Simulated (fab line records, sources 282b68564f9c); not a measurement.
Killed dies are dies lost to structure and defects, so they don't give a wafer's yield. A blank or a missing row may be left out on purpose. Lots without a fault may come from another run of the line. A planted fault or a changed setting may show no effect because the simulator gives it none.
fab line records | flow rit_cmos
record lots=6 wafers=18 last_day=7
route steps=202 shown CONTACT@170 M1@202
lots that met no fault: from a run of the same line without faults
start_h: hours from the record's first day to the start of the lot's first wafer shown | wait_h: hours since the lot's step before | " the same as in the row above | L1.1+2: a row that stands for several wafers | - no value, or no start given | * or withheld: withheld | < > ~ a bound
route shown NAME@n: a module of which the file shows steps, and the number in the route of the first | usual: mean/standard deviation of fault-free wafers | same: alike in all rows | chamber/n: place in a boat | sites: the reading at each site | _std_site: their standard deviation | _edge_site: outer sites' mean less inner sites' | radius_mm: how far each site lies from the wafer's centre | mask NAME#n: copy n | behind: the tool/chamber that last shaped the wafer | hold: why the lot was held/for how many hours/how that ended | device: the transistor (n, p or np) that didn't switch | end of line: the same wafers' tests at the end of the route | a step without rows: its recipe alone | killed: dies lost to structure and defects at the first sort, not the wafer's yield | map: a wafer's dies, x killed, . not, _ none there
set.NAME: the setting as run; set.NAME@STEP: as run at that earlier step | model.NAME: the simulator's own value behind a step, which no gauge read
lots at some steps of the route; a table a step, a row a wafer
services: from which hour (start_h, from the record's first day; less than 0 if before it) a tool's chamber was out of use, for how many hours, and why
## steps
# step RIT_CONTACT_HMDS_02
# recipe prime_time_s=60 prime_temp_c=140
# step RIT_CONTACT_COAT_03
# recipe resist=NOVOLAK spin_rpm=3250 resist_thk_nm=1000
# step RIT_CONTACT_SOFTBAKE_04
# recipe resist=NOVOLAK temp_c=90 time_s=60
# step RIT_CONTACT_EXPOSE_05
# recipe mask_id=M11 na=0.6 source_shape=conventional sigma_outer=0.5 target_cd_nm=1000 dose_mj=250
# step RIT_CONTACT_PEB_06
# recipe resist=NOVOLAK temp_c=withheld time_s=withheld
# step RIT_CONTACT_DEVELOP_07
# recipe resist=NOVOLAK develop_time_s=120 dev_temp_c=23
# step RIT_CONTACT_CD_MEAS_08
# recipe target_cd_nm=1000
# usual cd_nm=999.9/2.2
# columns lot.wafer tool chamber start_h wait_h cd_nm
L517.1 cd_sem-01 - 51.75 - 999.6
L517.4 " - " " 1001.7
L517.6 " - " " 1001.2
L526.2 cd_sem-01 - 96.50 - 998.3
L526.4 " - " " 998.8
L526.5 " - " " 1000.0
L527.4 cd_sem-02 - 102.12 - 1003.2
L527.5 " - " " 1003.6
L527.6 " - " " 1003.4
L535.1 cd_sem-02 - 143.00 - 999.8
L535.2 " - " " 1000.1
L535.5 " - " " 1000.7
L536.1 cd_sem-01 - 148.36 - 998.2
L536.2 " - " " 1000.3
L536.4 " - " " 999.1
L540.3 cd_sem-01 - 167.59 - 1003.0
L540.4 " - " " 1002.0
L540.5 " - " " 1004.1
# step RIT_CONTACT_OVL_MEAS_09
# usual CONTACT_OVL=-0.9/1.4
# columns lot.wafer tool chamber start_h wait_h CONTACT_OVL[nm]
L517.1 overlay-01 - 51.87 0.1 -0.7
L517.4 " - " " -1.0
L517.6 " - " " -2.6
L526.2 overlay-01 - 96.61 0.1 0.3
L526.4 " - " " -1.0
L526.5 " - " " 0.4
L527.4 overlay-01 - 102.20 0.1 0.0
L527.5 " - " " 0.8
L527.6 " - " " 1.2
L535.1 overlay-02 - 143.12 0.1 -1.6
L535.2 " - " " -2.8
L535.5 " - " " -2.1
L536.1 overlay-01 - 148.48 0.1 -2.1
L536.2 " - " " -0.4
L536.4 " - " " -2.2
L540.3 overlay-02 - 167.68 0.1 -1.4
L540.4 " - " " -2.6
L540.5 " - " " -1.9
# step RIT_CONTACT_HARDBAKE_10
# recipe resist=NOVOLAK temp_c=140 time_s=60
# step RIT_CONTACT_ETCH_11
# recipe target_depth_a=4800 over_etch_frac=0.2 stop_on=TiSi2 chemistry=CHF3/CF4/Ar target=SiO2 CHF3_flow_sccm=50 cf4_flow_sccm=10 Ar_flow_sccm=100 O2_flow_sccm=5 pressure_mtorr=100 rf_w=200 time_s=320
# usual drypump_motor_current_A=5.8/0.32 oes_product_au=0.990/0.012 throttle_valve_pct=8.90/0.12
# same over_etch_frac=0.2
# columns lot.wafer tool chamber start_h wait_h drypump_motor_current_A oes_product_au rf_hours_counter_h throttle_valve_pct
L517.1 rie_diel-01 1 52.05 0.1 5.3 0.993 147 8.94
L517.4 " 2 " " 5.7 1.001 - 8.88
L517.6 " 0 " " 5.4 0.989 - 8.87
L526.2 rie_diel-01 1 97.14 0.1 5.3 0.993 148 8.93
L526.4 " 3 " " 5.8 0.976 132 8.69
L526.5 " 1 " " 5.3 0.985 - 8.93
L527.4 rie_diel-03 2 102.37 0.1 6.0 0.987 8 9.05
L527.5 " 1 " " 6.0 0.995 - 8.81
L527.6 " 2 " " 6.0 0.994 - 9.07
L535.1 rie_diel-04 1 143.31 0.1 5.5 0.994 35 8.86
L535.2 " 3 " " 6.0 0.995 5 8.85
L535.5 " 3 " " 6.0 0.984 - 8.84
L536.1 rie_diel-01 2 148.67 0.1 5.7 1.009 98 8.87
L536.2 " 3 " " 5.8 0.977 133 8.70
L536.4 " 0 " " 5.4 0.980 76 8.87
L540.3 rie_diel-04 3 167.86 0.1 6.0 0.992 6 8.85
L540.4 " 0 " " 5.8 0.976 132 8.69
L540.5 " 2 " " 6.2 1.017 - 8.89
# step RIT_CONTACT_STRIP_12
# recipe chemistry=O2 time_s=180 resist=NOVOLAK platen_temp_c=withheld power_w=500 pressure_mtorr=4000 o2_flow_sccm=4000
# usual drypump_motor_current_A=5.5/0.54
# columns lot.wafer tool chamber start_h wait_h drypump_motor_current_A rf_hours_counter_h
L517.1 plasma_asher-03 0 52.25 0.1 4.9 24
L517.4 " 1 " " 6.0 -
L517.6 " 0 " " 4.9 -
L526.2 plasma_asher-01 0 97.33 0.1 5.2 47
L526.4 " 0 " " 5.2 -
L526.5 " 1 " " 5.9 -
L527.4 plasma_asher-02 1 102.62 0.2 4.9 -
L527.5 " 1 " " 4.9 -
L527.6 " 0 " " 6.2 -
L535.1 plasma_asher-02 0 143.50 0.1 6.2 2
L535.2 " 1 " " 4.9 2
L535.5 " 1 " " 4.9 -
L536.1 plasma_asher-02 0 148.86 0.1 6.1 2
L536.2 " 1 " " 4.9 2
L536.4 " 0 " " 6.2 -
L540.3 plasma_asher-01 0 168.11 0.2 5.2 -
L540.4 " 1 " " 5.9 -
L540.5 " 1 " " 5.9 -
# step RIT_CONTACT_CD_MEAS_90
# recipe target_cd_nm=1000
# usual cd_nm=1000.1/2.2
# columns lot.wafer tool chamber start_h wait_h cd_nm
L517.1 cd_sem-02 - 52.42 0.1 999.2
L517.4 " - " " 1000.8
L517.6 " - " " 1001.3
L526.2 cd_sem-01 - 97.52 0.1 998.4
L526.4 " - " " 999.3
L526.5 " - " " 999.5
L527.4 cd_sem-02 - 102.80 0.1 1003.5
L527.5 " - " " 1003.5
L527.6 " - " " 1004.2
L535.1 cd_sem-02 - 143.68 0.1 1000.7
L535.2 " - " " 1000.4
L535.5 " - " " 1001.1
L536.1 cd_sem-02 - 149.04 0.1 997.6
L536.2 " - " " 1000.4
L536.4 " - " " 999.4
L540.3 cd_sem-02 - 168.27 0.1 1003.7
L540.4 " - " " 1001.7
L540.5 " - " " 1004.1
# step RIT_CONTACT_CLEAN_13
# recipe chemistry=SC1 mix=3:3:50 time_s=600 temp_c=75
# usual bath_guard_temp_C=75.2/0.63 bath_heat_duty_pct=15.4/1.5
# columns lot.wafer tool chamber start_h wait_h bath_guard_temp_C bath_heat_duty_pct
L517.1 wet_bench-01 2 52.54 0.1 74.4 17.6
L517.4 " 2 " " 74.4 17.0
L517.6 " 2 " " 74.5 16.5
L526.2 wet_bench-01 3 97.62 0.1 - -
L526.4 " 3 " " - -
L526.5 " 3 " " - -
L527.4 wet_bench-04 3 102.86 0.0 - -
L527.5 " 3 " " - -
L527.6 " 3 " " - -
L535.1 wet_bench-01 1 143.80 0.1 74.7 18.1
L535.2 " 1 " " 75.2 17.1
L535.5 " 1 " " 74.7 17.8
L536.1 wet_bench-03 2 149.16 0.1 74.5 14.4
L536.2 " 2 " " 74.3 15.4
L536.4 " 2 " " 74.1 14.9
L540.3 wet_bench-03 1 168.35 0.1 75.5 15.8
L540.4 " 1 " " 75.7 15.4
L540.5 " 1 " " 75.4 17.9
# step RIT_CONTACT_CLEAN_14
# recipe chemistry=SC2 mix=3:3:50 time_s=600 temp_c=75 dry=n2_spin
# step RIT_M1_PROBE_99
# usual killed_at_contacts=0.1/0.3 killed_at_front_end=7.1/3 killed_dies=7.3/3 killed_open=3.6/2 killed_short=3.5/1.9
# same gross_dies=264 killed_at_M0_to_M3=0 killed_at_M4_up=0 killed_at_back_side=0 killed_at_other=0
# columns lot.wafer tool chamber start_h wait_h killed_at_contacts killed_at_front_end killed_dies killed_open killed_short
L517.1 prober-01 - 56.91 0.1 0 8 8 4 3
L517.4 prober-01 - 57.06 0.2 0 17 17 8 8
L517.6 prober-01 - 57.16 0.2 0 7 7 1 6
L526.2 prober-02 - 102.26 0.1 0 7 7 3 4
L526.4 prober-02 - 102.36 0.2 0 6 6 5 1
L526.5 prober-02 - 102.41 0.2 0 7 7 3 4
L527.4 prober-01 - 108.64 0.2 0 6 6 3 3
L527.5 prober-01 - 108.69 0.2 0 9 9 5 4
L527.6 prober-01 - 108.74 0.2 0 12 12 8 4
L536.1 prober-02 - 154.06 0.1 0 6 6 4 2
L536.2 prober-02 - 154.11 0.1 0 8 8 3 5
L536.4 prober-02 - 154.21 0.2 0 7 7 3 4
# killed by level:class
L517.1 GATE:geometric_particle:short=2 GATE:geometric_particle:open=2 FOX2:geometric_particle:open=1 FOX2:geometric_particle:short=1 GATE:coat_microbubble_printed=1 REOX:geometric_particle:open=1
L517.4 REOX:geometric_particle:short=3 FOX2:geometric_particle:open=2 GATE:geometric_particle:short=2 SPACER:geometric_particle:short=2 REOX:geometric_particle:open=2 SPACER:geometric_particle:open=2 FOX1:geometric_particle:open=1 GATE:geometric_particle:open=1
L517.6 GATE:geometric_particle:short=3 SPACER:geometric_particle:short=2 FOX2:geometric_particle:open=1 REOX:geometric_particle:short=1
L526.2 GATE:geometric_particle:short=3 FOX2:geometric_particle:short=1 FOX2:geometric_particle:open=1 SILICIDE:geometric_particle:open=1 SPACER:geometric_particle:open=1
L526.4 SPACER:geometric_particle:open=4 FOX1:geometric_particle:open=1 GATE:geometric_particle:short=1
L526.5 FOX1:geometric_particle:short=2 GATE:geometric_particle:open=1 GATE:geometric_particle:short=1 SPACER:geometric_particle:open=1 SILICIDE:geometric_particle:open=1 SILICIDE:geometric_particle:short=1
L527.4 SILICIDE:geometric_particle:open=2 SILICIDE:geometric_particle:short=2 FOX1:geometric_particle:open=1 GATE:geometric_particle:short=1
L527.5 SILICIDE:geometric_particle:open=3 FOX1:geometric_particle:short=1 FOX1:geometric_particle:open=1 GATE:geometric_particle:short=1 REOX:geometric_particle:open=1 REOX:geometric_particle:short=1 SPACER:geometric_particle:short=1
L527.6 REOX:geometric_particle:open=3 SILICIDE:geometric_particle:open=3 SILICIDE:geometric_particle:short=2 FOX1:geometric_particle:short=1 GATE:geometric_particle:open=1 REOX:geometric_particle:short=1 SPACER:geometric_particle:open=1
L536.1 GATE:geometric_particle:open=3 GATE:geometric_particle:short=1 SPACER:geometric_particle:short=1 SPACER:geometric_particle:open=1
L536.2 GATE:geometric_particle:short=4 GATE:geometric_particle:open=2 FOX1:geometric_particle:short=1 FOX1:geometric_particle:open=1
L536.4 GATE:geometric_particle:short=3 GATE:geometric_particle:open=1 REOX:geometric_particle:open=1 SPACER:geometric_particle:short=1 SILICIDE:geometric_particle:open=1
## services
# columns tool chamber start_h hours kind
plasma_asher-03 - 44.61 4.5 repair
rie_diel-01 3 45.19 7.3 repair
rie_diel-03 2 46.45 9.0 repair
rie_diel-04 - 48.42 15.2 repair
rie_diel-01 2 58.00 3.0 repair
rie_diel-03 0 58.11 2.8 repair
rie_diel-03 1 72.59 11.7 repair
rie_diel-03 2 83.28 2.2 repair
rie_diel-04 0 83.70 4.1 repair
rie_diel-03 3 103.44 3.8 repair
rie_diel-04 2 104.53 - clean
rie_diel-04 2 104.53 24.1 scheduled_down
rie_diel-04 2 104.53 24.1 vent_cycle
plasma_asher-02 - 108.75 9.0 pm
plasma_asher-02 0 108.75 9.0 vent_cycle
plasma_asher-02 1 108.75 9.0 vent_cycle
plasma_asher-03 - 110.13 0.6 repair
plasma_asher-02 0 117.75 - clean
plasma_asher-02 1 117.75 - clean
plasma_asher-02 - 120.17 14.6 pm
rie_diel-01 1 159.11 - clean
## key
first_sign step=RIT_CONTACT_CLEAN_13 reading=tool_record direction=missing
effect none on later readings
met_at RIT_CONTACT_CLEAN_13
struck_wafers L526.2,L526.4,L526.5,L527.4,L527.5,L527.6
tester_left_out L526,L527
onset_between 52.54 97.62
fault kind=skipped_step_whole tool=wet_bench-01,wet_bench-04 chamber=- onset_h=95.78 steps=RIT_CONTACT_CLEAN_13 scope=struck_lots_only
# tester_left_out: of these lots the tester's yield and bins aren't shown, on N5 and GAA mostly nor the transistor test; their killed dies are dies lost to structure and defects alone, not to doping, threshold or leakage, so they don't give the yield
